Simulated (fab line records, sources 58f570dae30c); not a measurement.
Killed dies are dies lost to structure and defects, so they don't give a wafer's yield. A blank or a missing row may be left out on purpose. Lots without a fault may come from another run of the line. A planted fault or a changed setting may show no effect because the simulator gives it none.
Chamber matching | flow berkeley_cmos170 | UCB170_V2_CMP_02 on cmp-01: 4 sister chambers
The step polishes SiO2. 16 wafers are shown with their chamber, then 8 later ones without.

WAFERS WITH THEIR CHAMBER
wafer  | chamber | motor_current_A (A)
L457.3 | 3       | 16.0
L457.4 | 0       | 14.8
L457.5 | 2       | 16.8
L459.1 | 2       | 16.2
L459.5 | 2       | 16.0
L459.6 | 3       | 16.6
L464.1 | 3       | 16.7
L464.3 | 0       | 13.9
L464.4 | 1       | 16.2
L466.1 | 2       | 16.2
L466.4 | 1       | 16.1
L466.6 | 1       | 16.4
L472.1 | 0       | 14.4
L472.2 | 3       | 16.2
L472.6 | 3       | 16.6
L471.2 | 3       | 17.1

SIGNATURES (means of the wafers above)
reading         | chamber 0 | chamber 1 | chamber 2 | chamber 3 | scatter within a chamber
motor_current_A | 14.367    | 16.233    | 16.300    | 16.533    | 0.361
Rule: a wafer's distance from a chamber is the root of the sum, over the readings, of the square of ((its reading less the chamber's mean) divided by the reading's scatter). The wafer belongs to the nearest chamber; if the next one is less than 2 further off, it can't be placed. The scatter: the root of (the sum of the squares of (reading less its chamber's mean) over the shown wafers, divided by (wafers less chambers)).

WAFERS WITHOUT THEIR CHAMBER
wafer  | motor_current_A (A)
L471.3 | 17.1
L471.6 | 15.7
L477.1 | 16.5
L477.2 | 16.5
L477.5 | 15.7
L479.2 | 16.3
L479.4 | 14.5
L479.5 | 15.4

WHICH CHAMBER EACH WENT THROUGH
wafer  | from the rows above               | in truth
L471.3 | can't be placed: 3 or 2 or 1      | 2
L471.6 | can't be placed: 1 or 2 or 3      | 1
L477.1 | can't be placed: 3 or 2 or 1      | 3
L477.2 | can't be placed: 3 or 2 or 1      | 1
L477.5 | can't be placed: 1 or 2 or 3      | 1
L479.2 | can't be placed: 2 or 1 or 3      | 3
L479.4 | 0                                 | 0
L479.5 | can't be placed: 1 or 2 or 0 or 3 | 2
Placed correctly: 1 of 8. Can't be placed from these rows: 7 (the true chamber is among the candidates in 7). Placed wrongly: 0.
